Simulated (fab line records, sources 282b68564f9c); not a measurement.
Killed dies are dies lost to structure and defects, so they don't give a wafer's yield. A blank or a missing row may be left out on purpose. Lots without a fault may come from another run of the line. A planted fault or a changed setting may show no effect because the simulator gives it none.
A struck lot beside a sound one | flow rit_cmos | 18 steps out of a route of 202
Sound: wafers L141.1, L141.4, L141.5. Struck: wafers L150.1, L150.2, L150.4. The cause comes at the end.
At each step with rows: each side's tool, then ch and its chambers, then its first start. Under that, the readings that differ: sound wafers | struck wafers | difference of the means | sigmas: that difference in standard deviations of wafers without a fault.
alike: readings whose means differ by less than 2 such deviations, and words and numbers that are the same on both sides. not compared: withheld readings, readings that some wafer has no value for, bounds like >300 that may hide the same value, and numbers for which the record gives no deviation and whose values overlap.
The two part at a step that has a row with sigmas, a row that says differs or no value, or rows on one side only. Numbers that don't overlap but have no deviation are shown without sigmas and don't part them. A reading that every wafer of one side lacks parts them only if that side has two wafers or more.

RIT_M1_RS_MEAS_01: measures by four-point-probe.
  sound on film_metro-01, day 3 14:18; struck on film_metro-04, day 5 14:14
  alike: M1_AL_RS
RIT_M1_THK_MEAS_02: measures by xrf.
  sound on film_metro-01, day 3 14:25; struck on film_metro-04, day 5 14:22
  alike: M1_AL_THK
then, 6 steps without rows for these wafers: RIT_M1_HMDS_03 (prime time 60 s); RIT_M1_COAT_04 (resist thk 1300 nm); RIT_M1_SOFTBAKE_05 (time 60 s); RIT_M1_EXPOSE_06 (exposes mask M12, target cd 2600 nm); RIT_M1_PEB_07; RIT_M1_DEVELOP_08 (develop time 68 s).
RIT_M1_CD_MEAS_09: target cd 2600 nm.
  sound on cd_sem-01, day 3 15:22; struck on cd_sem-01, day 5 15:25
  reading    | sound                | struck               | difference | sigmas
  cd_nm (nm) | 2601.9 2600.8 2602.0 | 2597.1 2595.9 2598.7 | -4.3       | -2
RIT_M1_OVL_MEAS_10:
  sound on overlay-02, day 3 15:29; struck on overlay-01, day 5 15:32
  alike: M1_OVL
then, 1 step without rows for these wafers: RIT_M1_HARDBAKE_11 (time 120 s).
RIT_M1_METAL_ETCH_12: etches Al in Cl2/BCl3, stops on SiO2, time 165 s, target depth 600 nm.
  sound on rie_metal-01 ch 1, day 3 15:46; struck on rie_metal-04 ch 0,1, day 5 15:50
  alike: drypump_motor_current_A, oes_product_au, throttle_valve_pct
  not compared: rf_hours_counter_h
RIT_M1_STRIP_13: strips in nmp, time 600 s.
  sound on wet_bench-03 ch 3, day 3 15:56; struck on wet_bench-01 ch 3, day 5 15:59
RIT_M1_STRIP_14: strips in O2, time 180 s.
  sound on plasma_asher-03 ch 1, day 3 16:07; struck on plasma_asher-01 ch 0,1, day 5 16:10
  alike: drypump_motor_current_A, rf_refl_power_W
  not compared: rf_hours_counter_h
RIT_M1_CD_MEAS_90: target cd 2600 nm.
  sound on cd_sem-01, day 3 16:17; struck on cd_sem-02, day 5 16:20
  alike: cd_nm
then, 1 step without rows for these wafers: RIT_M1_ANNEAL_15 (time 1800 s).
RIT_M1_BOW_MEAS_16:
  sound on film_metro-04, day 3 17:54; struck on film_metro-03, day 5 17:58
  alike: M1_BOW
RIT_M1_PROBE_99:
  sound on prober-02, day 3 18:01; struck on prober-01, day 5 18:05
  reading                               | sound             | struck            | difference | sigmas
  defect_limited_yield (%)              | 97.0 95.5 98.5    | 82.2 85.2 83.0    | -13.5      | -11
  killed_at_M0_to_M3                    | 0 0 0             | 40 35 40          | +38        | +99 or more
  killed_dies                           | 8 12 4            | 47 39 45          | +36        | +11
  sort_bin_3_pad_short (%)              | 0 0 0             | 3.4 3.0 1.9       | +2.8       | +13
  sort_bin_5_function (%)               | 2.7 3.0 1.5       | 11.0 9.1 10.6     | +7.8       | +10
  sort_bin_6_memory (%)                 | 0.4 1.5 0         | 3.4 2.7 4.5       | +2.9       | +5
  sort_n_pass                           | 256 252 260       | 217 225 219       | -36        | -11
  sort_yield_pct (%)                    | 97.0 95.5 98.5    | 82.2 85.2 83.0    | -13.5      | -11
  model.etest.tester.sort_n_pass        | 256 252 260       | 217 225 219       | -36        |
  model.etest.tester.sort_yield_pct (%) | 96.97 95.45 98.48 | 82.2 85.23 82.95  | -13.5      |
  model.etest.tester.sort_bin_5_pct (%) | 2.652 3.03 1.515  | 10.98 9.091 10.61 | +7.83      |
  model.etest.tester.sort_bin_3_pct (%) | 0 0 0             | 3.409 3.03 1.894  | +2.778     |
  model.etest.tester.sort_bin_6_pct (%) | 0.3788 1.515 0    | 3.409 2.652 4.545 | +2.904     |
  alike: killed_at_contacts, killed_at_front_end, killed_open, killed_short

WHERE THEY PART
First at RIT_M1_CD_MEAS_09; last, within this record, at RIT_M1_PROBE_99.

WHY: what the simulator had put in
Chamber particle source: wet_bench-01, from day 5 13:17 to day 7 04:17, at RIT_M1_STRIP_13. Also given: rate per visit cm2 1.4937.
